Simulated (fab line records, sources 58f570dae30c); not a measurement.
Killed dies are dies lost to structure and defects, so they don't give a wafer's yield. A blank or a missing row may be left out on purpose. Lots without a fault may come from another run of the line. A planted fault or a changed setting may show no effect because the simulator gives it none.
Split-lot experiment | flow berkeley_cmos170 | 5 lots, 23 wafers read, on a route of 331 steps

THE SPLIT
At UCB170_PLDD_COAT_01 (resist thk 900 nm), the setting resist_thk_nm was moved away from the recipe's 900 nm on 9 of the 23 wafers read, by -3.5% to +3.8%. The other wafers ran this setting at the recipe's value.

The reading is taken at the split's own step.

THE READING
KrF_of_PLDD_COAT_01.thk_nm (the simulator's own value, which no gauge read), in nm, at UCB170_PLDD_COAT_01 (resist thk 900 nm). The file gives no usual value for it. The 14 wafers here that ran the recipe average 900.8 nm, standard deviation 2.2 nm.

wafer  | tool, chamber at the split | resist_thk_nm as run, nm | against the recipe | KrF_of_PLDD_COAT_01.thk_nm, nm | against lot-mates on the recipe
L074.1 | litho_track-04, 0          | 900                      | recipe             | 900.4                          | -
L074.2 | litho_track-04, 0          | 900                      | recipe             | 899.7                          | -
L074.4 | litho_track-04, 0          | 868.1                    | -3.5%              | 868.2                          | -31.8
L074.5 | litho_track-04, 0          | 868.1                    | -3.5%              | 868                            | -32.0
L074.6 | litho_track-04, 0          | 868.1                    | -3.5%              | 866.4                          | -33.6
L076.1 | litho_track-04, 0          | 900                      | recipe             | 900                            | -
L076.2 | litho_track-04, 0          | 880.9                    | -2.1%              | 879                            | -22.0
L076.3 | litho_track-04, 0          | 900                      | recipe             | 902                            | -
L076.4 | litho_track-04, 0          | 880.9                    | -2.1%              | 880                            | -21.0
L076.6 | litho_track-04, 0          | 880.9                    | -2.1%              | 880.5                          | -20.5
L081.1 | litho_track-01, 0          | 900                      | recipe             | 900.2                          | -
L081.2 | litho_track-01, 0          | 934.4                    | +3.8%              | 930.9                          | +29.6
L081.3 | litho_track-01, 0          | 900                      | recipe             | 902.4                          | -
L081.5 | litho_track-01, 0          | 934.4                    | +3.8%              | 932.3                          | +31.0
L081.6 | litho_track-01, 0          | 934.4                    | +3.8%              | 932.8                          | +31.5
L082.1 | litho_track-04, 0          | 900                      | recipe             | 897.5                          | -
L082.2 | litho_track-04, 0          | 900                      | recipe             | 897.8                          | -
L082.4 | litho_track-04, 0          | 900                      | recipe             | 897                            | -
L084.1 | litho_track-03, 0          | 900                      | recipe             | 900.3                          | -
L084.3 | litho_track-03, 0          | 900                      | recipe             | 904.1                          | -
L084.4 | litho_track-03, 0          | 900                      | recipe             | 903                            | -
L084.5 | litho_track-03, 0          | 900                      | recipe             | 903.7                          | -
L084.6 | litho_track-03, 0          | 900                      | recipe             | 903.2                          | -

THE FIT
A straight line over all 23 wafers: KrF_of_PLDD_COAT_01.thk_nm changes by +8.84 nm for each +1% of resist_thk_nm; r = +0.99; the points scatter about the line by 2.2 nm.
The same after taking each lot's own level away (the mean of its wafers on the recipe; 23 wafers): +8.71 nm for each +1%; r = +1.00; scatter 1.5 nm.
On that fit, the largest move of resist_thk_nm shifts the reading by 33 nm.
The lots' own levels span 897.43 to 902.86 nm, that is 2.4 times the standard deviation above.
So the lot-to-lot level changes the slope little: the two slopes agree.
Check: with one of the wafers moved furthest among these (+3.8%) left out of the fit, the line predicts +33.2 nm for it against its lot-mates. It came out at +29.6 nm against them.

OTHER SPLITS ON THESE WAFERS
These wafers also went through other splits before the reading. Each is held against what the fit with the lots' levels taken away leaves over:
other split on the same wafers        | wafers away from the commonest value | r with KrF_of_PLDD_COAT_01.thk_nm (lot level and that fit taken away)
UCB170_START_OXIDATION_02 temp_c      | 15                                   | -0.04
UCB170_NWELL_COAT_07 spin_rpm         | 8                                    | +0.02
UCB170_NWELL_IMPLANT_14 dose_cm2      | 6                                    | -0.11
UCB170_PWELL_CVD_05 sih2cl2_flow_sccm | 10                                   | -0.01
UCB170_ACTIVE_OXIDATION_02 ox_time_s  | 18                                   | +0.16
UCB170_ACTIVE_PEB_11 peb_temp_c       | 11                                   | -0.10
UCB170_PFIELD_IMPLANT_07 energy_kev   | 6                                    | -0.23
UCB170_SACOX_OXIDATION_01 ox_time_s   | 15                                   | +0.22

THE WHOLE CHAIN: every reading that the file lists as answering this split, in the file's order
step                 | what it does      | reading                                                                     | change (the file's fit)              | r (the file's)
UCB170_PLDD_COAT_01  | resist thk 900 nm | KrF_of_PLDD_COAT_01.thk_nm (the simulator's own value, which no gauge read) | +8.76 nm for each +1% of the setting | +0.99
UCB170_PLDD_STRIP_10 | strips in O2      | strip_time_to_endpoint_s                                                    | withheld for each +1% of the setting | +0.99

THE FILE'S OWN FIT
KrF_of_PLDD_COAT_01.thk_nm changes by +8.76 nm for each +1% of resist_thk_nm, r = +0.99.
